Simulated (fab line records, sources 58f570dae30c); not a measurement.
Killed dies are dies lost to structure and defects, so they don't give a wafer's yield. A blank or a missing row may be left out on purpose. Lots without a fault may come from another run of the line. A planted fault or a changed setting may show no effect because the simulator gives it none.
fab line records | flow berkeley_cmos170
record lots=5 wafers=15 last_day=12
route steps=331 shown SILICIDE@211 CONTACT@216
lots that met no fault: from a run of the same line without faults
start_h: hours from the record's first day to the start of the lot's first wafer shown | wait_h: hours since the lot's step before | " the same as in the row above | L1.1+2: a row that stands for several wafers | - no value, or no start given | * or withheld: withheld | < > ~ a bound
route shown NAME@n: a module of which the file shows steps, and the number in the route of the first | usual: mean/standard deviation of fault-free wafers | same: alike in all rows | chamber/n: place in a boat | sites: the reading at each site | _std_site: their standard deviation | _edge_site: outer sites' mean less inner sites' | radius_mm: how far each site lies from the wafer's centre | mask NAME#n: copy n | behind: the tool/chamber that last shaped the wafer | hold: why the lot was held/for how many hours/how that ended | device: the transistor (n, p or np) that didn't switch | end of line: the same wafers' tests at the end of the route | a step without rows: its recipe alone | killed: dies lost to structure and defects at the first sort, not the wafer's yield | map: a wafer's dies, x killed, . not, _ none there
set.NAME: the setting as run; set.NAME@STEP: as run at that earlier step | model.NAME: the simulator's own value behind a step, which no gauge read
lots at some steps of the route; a table a step, a row a wafer
services: from which hour (start_h, from the record's first day; less than 0 if before it) a tool's chamber was out of use, for how many hours, and why
## steps
# step UCB170_SILICIDE_SPUTTER_01
# recipe material=Ti target_thk_nm=30 time_s=23.88 power_w=1500 chamber_pressure_pa=0.5
# usual throttle_valve_pct=29.9/0.9
# columns lot.wafer tool chamber start_h wait_h throttle_valve_pct
L075.1 pvd_sputter-03 - 139.44 0.0 29.8
L075.2 " - " " 30.0
L075.6 " - " " 29.8
L077.2 pvd_sputter-03 - 150.61 0.0 30.0
L077.4 " - " " 29.7
L077.6 " - " " 30.1
L086.3 pvd_sputter-02 - 213.13 0.0 29.4
L086.5 " - " " 30.7
L086.6 " - " " 28.4
L089.3 pvd_sputter-04 - 226.66 0.0 27.9
L089.4 " - " " 31.8
L089.6 " - " " 29.0
L094.4 pvd_sputter-03 - 250.37 0.0 29.8
L094.5 " - " " 29.9
L094.6 " - " " 29.7
# step UCB170_SILICIDE_RS_MEAS_02
# recipe thk_meas_gauge=four-point-probe reads=Ti_of_SILICIDE_SPUTTER_01
# usual SILICIDE_TI_RS=27.48/0.3
# columns lot.wafer tool chamber start_h wait_h SILICIDE_TI_RS[ohm/sq]
L075.1 film_metro-04 - 139.47 0.0 27.29
L075.2 " - " " 27.38
L075.6 " - " " 27.37
L077.2 film_metro-01 - 150.66 0.0 27.21
L077.4 " - " " 27.29
L077.6 " - " " 27.52
L086.3 film_metro-01 - 213.20 0.1 28.02
L086.5 " - " " 28.01
L086.6 " - " " 27.85
L089.3 film_metro-02 - 226.85 0.2 27.87
L089.4 " - " " 27.43
L089.6 " - " " 27.89
L094.4 film_metro-02 - 250.46 0.1 27.37
L094.5 " - " " 27.59
L094.6 " - " " 27.72
# step UCB170_SILICIDE_THK_MEAS_03
# recipe thk_meas_gauge=xrf reads=Ti_of_SILICIDE_SPUTTER_01
# usual SILICIDE_TI_THK=29.12/0.28
# columns lot.wafer tool chamber start_h wait_h SILICIDE_TI_THK[nm]
L075.1 film_metro-04 - 139.59 0.1 29.33
L075.2 " - " " 29.16
L075.6 " - " " 29.13
L077.2 film_metro-01 - 150.77 0.1 29.11
L077.4 " - " " 29.26
L077.6 " - " " 28.95
L086.3 film_metro-01 - 213.30 0.1 28.49
L086.5 " - " " 28.64
L086.6 " - " " 28.77
L089.3 film_metro-02 - 226.95 0.1 28.98
L089.4 " - " " 29.25
L089.6 " - " " 28.89
L094.4 film_metro-02 - 250.55 0.1 29.20
L094.5 " - " " 29.04
L094.6 " - " " 28.91
# step UCB170_SILICIDE_RTA_04
# recipe temp_c=650 time_s=15 ambient=N2
# usual lamp_power_pct=10.493/0.029 wafer_temp_C_max=653.1/0.63
# columns lot.wafer tool chamber start_h wait_h lamp_power_pct wafer_temp_C_max
L075.1 rtp_anneal-02 0 139.65 0.1 10.532 653.2
L075.2 " 0 " " 10.526 652.5
L075.6 " 0 " " 10.544 652.0
L077.2 rtp_anneal-01 0 150.84 0.1 10.481 653.2
L077.4 " 0 " " 10.480 653.0
L077.6 " 0 " " 10.478 653.0
L086.3 rtp_anneal-01 0 213.36 0.1 10.475 653.7
L086.5 " 0 " " 10.463 652.8
L086.6 " 0 " " 10.473 654.9
L089.3 rtp_anneal-01 0 227.01 0.1 10.460 653.2
L089.4 " 0 " " 10.492 653.0
L089.6 " 0 " " 10.479 653.0
L094.4 rtp_anneal-01 0 250.62 0.1 10.469 653.6
L094.5 " 0 " " 10.483 652.6
L094.6 " 0 " " 10.484 654.7
# step UCB170_SILICIDE_WET_ETCH_05
# recipe chemistry=SPM time_s=45 temp_c=120 target=Ti
# columns lot.wafer tool chamber start_h wait_h
L075.1+2+6 wet_bench-04 1 139.72 0.1
L077.2+4+6 wet_bench-04 1 150.90 0.1
L086.3+5+6 wet_bench-01 1 213.41 0.0
L089.3+4+6 wet_bench-04 0 227.06 0.0
L094.4+5+6 wet_bench-04 2 250.70 0.1
# step UCB170_CONTACT_CLEAN_00
# recipe chemistry=SPM temp_c=120 time_s=600
# columns lot.wafer tool chamber start_h wait_h
L075.1+2+6 wet_bench-04 0 139.75 0.0
L077.2+4+6 wet_bench-04 0 150.92 0.0
L086.3+5+6 wet_bench-04 2 213.43 0.0
L089.3+4+6 wet_bench-04 1 227.08 0.0
L094.4+5+6 wet_bench-04 2 250.72 0.0
# step UCB170_CONTACT_CVD_01
# recipe material=PSG target_thk_nm=700 temp_c=450 precursor=SiH4/O2/PH3 time_s=2820 pressure_mtorr=300 sih4_flow_sccm=60 o2_flow_sccm=90 ph3_flow_sccm=25
# usual ph3_flow_sccm=25.00/0.085 spike_tc_centre_C=452.5/1.3 spike_tc_load_C=470.8/2.7
# columns lot.wafer tool chamber start_h wait_h ph3_flow_sccm spike_tc_centre_C spike_tc_load_C
L075.1 lpcvd-01 1 139.92 0.0 25.07 451.1 471.5
L075.2 " 1 " " 25.15 452.0 470.2
L075.6 " 1 " " 25.08 451.3 472.6
L077.2 lpcvd-01 1 151.09 0.0 25.02 452.9 471.5
L077.4 " 1 " " 24.88 450.6 471.0
L077.6 " 1 " " 24.99 452.2 471.7
L086.3 lpcvd-02 1 215.74 1.9 25.10 453.7 472.3
L086.5 " 1 " " 25.05 452.7 470.2
L086.6 " 1 " " 25.07 454.8 472.0
L089.3 lpcvd-02 0 227.96 0.7 25.03 451.0 471.2
L089.4 " 0 " " 25.17 452.8 470.7
L089.6 " 0 " " 25.12 452.4 471.4
L094.4 lpcvd-02 0 250.90 0.0 25.13 452.4 471.9
L094.5 " 0 " " 25.01 450.9 472.2
L094.6 " 0 " " 25.08 451.8 470.5
# step UCB170_CONTACT_THK_MEAS_02
# recipe reads=PSG_of_CONTACT_CVD_01
# usual CONTACT_PSG_THK=701/7
# columns lot.wafer tool chamber start_h wait_h CONTACT_PSG_THK[nm]
L075.1 film_metro-03 - 141.70 0.0 699
L075.2 " - " " 704
L075.6 " - " " 707
L077.2 film_metro-03 - 152.89 0.0 696
L077.4 " - " " 699
L077.6 " - " " 691
L086.3 film_metro-03 - 217.54 0.0 700
L086.5 " - " " 700
L086.6 " - " " 694
L089.3 film_metro-02 - 229.82 0.1 706
L089.4 " - " " 706
L089.6 " - " " 711
L094.4 film_metro-01 - 252.71 0.0 704
L094.5 " - " " 709
L094.6 " - " " 703
# step UCB170_CONTACT_HMDS_03
# recipe prime_time_s=60 prime_temp_c=100
# usual exhaust_pa=44.8/1 resist_line_temp_C=23.01/0.096
# columns lot.wafer tool chamber start_h wait_h exhaust_pa resist_line_temp_C
L075.1 litho_track-03 0 141.76 0.1 43.6 23.09
L075.2 " 0 " " 44.1 23.16
L075.6 " 0 " " 44.3 23.10
L077.2 litho_track-04 0 153.00 0.1 46.1 22.99
L077.4 " 0 " " 45.8 23.14
L077.6 " 0 " " 46.3 22.99
L086.3 litho_track-01 0 218.07 0.5 45.8 22.89
L086.5 " 0 " " 46.5 22.97
L086.6 " 0 " " 46.6 22.97
L089.3 litho_track-01 0 230.30 0.5 44.9 22.79
L089.4 " 0 " " 43.9 23.02
L089.6 " 0 " " 44.0 22.89
L094.4 litho_track-03 0 253.17 0.5 43.2 23.07
L094.5 " 0 " " 44.1 23.08
L094.6 " 0 " " 44.2 23.07
# step UCB170_CONTACT_COAT_04
# recipe resist=KrF spin_rpm=1500 resist_thk_nm=900
# usual dispense_pressure_kPa=50/3.3 exhaust_pa=45.1/0.88 resist_line_temp_C=22.98/0.099
# columns lot.wafer tool chamber start_h wait_h dispense_pressure_kPa exhaust_pa resist_line_temp_C
L075.1 litho_track-03 0 141.91 0.1 53 46.4 22.97
L075.2 " 0 " " 53 46.1 22.94
L075.6 " 0 " " 53 47.1 23.11
L077.2 litho_track-04 0 153.15 0.1 48 44.2 23.10
L077.4 " 0 " " 48 43.5 23.04
L077.6 " 0 " " 48 43.6 22.94
L086.3 litho_track-01 0 218.22 0.1 45 45.8 23.15
L086.5 " 0 " " 45 46.5 23.07
L086.6 " 0 " " 45 45.6 23.01
L089.3 litho_track-01 0 230.45 0.1 45 45.2 23.11
L089.4 " 0 " " 45 45.5 22.96
L089.6 " 0 " " 45 45.5 23.19
L094.4 litho_track-03 0 253.32 0.1 53 45.2 23.04
L094.5 " 0 " " 53 45.8 23.00
L094.6 " 0 " " 53 46.2 23.02
# step UCB170_CONTACT_SOFTBAKE_05
# recipe resist=KrF temp_c=130 time_s=60
# usual exhaust_pa=45.2/0.9 resist_line_temp_C=22.98/0.1
# columns lot.wafer tool chamber start_h wait_h exhaust_pa resist_line_temp_C
L075.1 litho_track-03 0 142.06 0.1 44.2 22.97
L075.2 " 0 " " 44.2 22.87
L075.6 " 0 " " 43.8 22.86
L077.2 litho_track-04 0 153.30 0.1 45.3 22.99
L077.4 " 0 " " 45.4 23.09
L077.6 " 0 " " 44.9 22.93
L086.3 litho_track-01 0 218.37 0.1 45.6 22.99
L086.5 " 0 " " 45.4 23.03
L086.6 " 0 " " 45.1 23.12
L089.3 litho_track-01 0 230.60 0.1 45.1 22.78
L089.4 " 0 " " 47.2 22.94
L089.6 " 0 " " 45.7 22.77
L094.4 litho_track-03 0 253.47 0.1 44.4 23.08
L094.5 " 0 " " 44.9 23.02
L094.6 " 0 " " 45.3 22.87
# step UCB170_CONTACT_STRIP_06
# recipe chemistry=O2 power_w=400 pressure_mtorr=3500 platen_temp_c=withheld o2_flow_sccm=400 overash_fraction=0.5
# usual drypump_motor_current_A=5.7/0.59 oes_product_au=0.735/0.0045 strip_time_to_endpoint_s=21.97/0.056
# same overash_fraction=0.5
# columns lot.wafer tool chamber start_h wait_h drypump_motor_current_A oes_product_au rf_hours_counter_h strip_time_to_endpoint_s
L075.1 plasma_asher-01 0 142.21 0.1 4.9 0.737 46 21.99
L075.2 " 1 " " 6.6 0.725 46 22.05
L075.6 " 1 " " 6.6 0.739 - 22.02
L077.2 plasma_asher-01 0 153.42 0.1 4.9 0.744 47 22.00
L077.4 " 0 " " 4.9 0.737 - 22.01
L077.6 " 1 " " 6.6 0.736 - 22.06
L086.3 plasma_asher-01 1 218.51 0.1 6.6 0.740 - 22.01
L086.5 " 0 " " 5.0 0.736 - 21.96
L086.6 " 1 " " 6.6 0.742 - 21.99
L089.3 plasma_asher-03 0 230.73 0.1 6.2 0.727 - 21.95
L089.4 " 1 " " 6.0 0.736 - 21.91
L089.6 " 0 " " 6.2 0.732 - 21.90
L094.4 plasma_asher-03 1 253.58 0.1 6.0 0.732 - 21.96
L094.5 " 0 " " 6.2 0.731 - 21.93
L094.6 " 1 " " 6.0 0.735 - 21.95
# step UCB170_CONTACT_CLEAN_07
# recipe chemistry=SPM temp_c=120 time_s=600
# columns lot.wafer tool chamber start_h wait_h
L075.1+2+6 wet_bench-01 0 142.31 0.1
L077.2+4+6 wet_bench-04 0 153.52 0.1
L086.3+5+6 wet_bench-01 1 224.60 6.1
L089.3+4+6 wet_bench-04 1 230.92 0.2
L094.4+5+6 wet_bench-04 3 253.65 0.0
# step UCB170_CONTACT_RTA_08
# recipe temp_c=900 time_s=10 ambient=N2
# usual lamp_power_pct=24.51/0.069 wafer_temp_C_max=904.3/0.83
# columns lot.wafer tool chamber start_h wait_h lamp_power_pct wafer_temp_C_max
L075.1 rtp_anneal-01 0 142.49 0.0 24.43 905.2
L075.2 " 0 " " 24.43 904.4
L075.6 " 0 " " 24.44 905.3
L077.2 rtp_anneal-02 0 153.71 0.0 24.62 903.8
L077.4 " 0 " " 24.57 904.5
L077.6 " 0 " " 24.56 903.4
L086.3 rtp_anneal-02 0 224.80 0.0 24.59 903.8
L086.5 " 0 " " 24.57 903.5
L086.6 " 0 " " 24.54 903.5
L089.3 rtp_anneal-01 0 231.14 0.0 24.46 906.6
L089.4 " 0 " " 24.45 902.8
L089.6 " 0 " " 24.44 904.6
L094.4 rtp_anneal-01 0 253.89 0.1 24.44 904.5
L094.5 " 0 " " 24.44 904.8
L094.6 " 0 " " 24.39 904.5
# step UCB170_CONTACT_COAT_09
# recipe resist=BARC temp_c=withheld time_s=withheld spin_rpm=3000 resist_thk_nm=withheld
# usual dispense_pressure_kPa=49/3.2 exhaust_pa=45.2/0.84 resist_line_temp_C=*
# columns lot.wafer tool chamber start_h wait_h dispense_pressure_kPa exhaust_pa resist_line_temp_C
L075.1 litho_track-01 0 142.56 0.1 45 44.2 *
L075.2 " 0 " " 45 44.0 *
L075.6 " 0 " " 45 44.8 *
L077.2 litho_track-01 0 153.79 0.1 45 44.7 *
L077.4 " 0 " " 45 43.6 *
L077.6 " 0 " " 45 45.5 *
L086.3 litho_track-03 0 224.89 0.1 53 45.5 *
L086.5 " 0 " " 53 44.0 *
L086.6 " 0 " " 53 45.4 *
L089.3 litho_track-04 0 231.23 0.1 48 45.8 *
L089.4 " 0 " " 48 45.2 *
L089.6 " 0 " " 48 45.6 *
L094.4 litho_track-01 0 254.55 0.6 45 45.3 *
L094.5 " 0 " " 45 44.9 *
L094.6 " 0 " " 45 45.3 *
## services
# columns tool chamber start_h hours kind
pvd_sputter-04 - 126.02 3.3 repair
lpcvd-02 - 126.22 4.3 pm
pvd_sputter-04 - 155.33 3.3 repair
pvd_sputter-04 - 160.83 3.2 repair
pvd_sputter-03 - 196.88 2.0 repair
plasma_asher-03 - 219.91 0.7 repair
pvd_sputter-02 - 220.33 9.2 repair
lpcvd-02 - 221.37 2.8 pm
## key
fault none
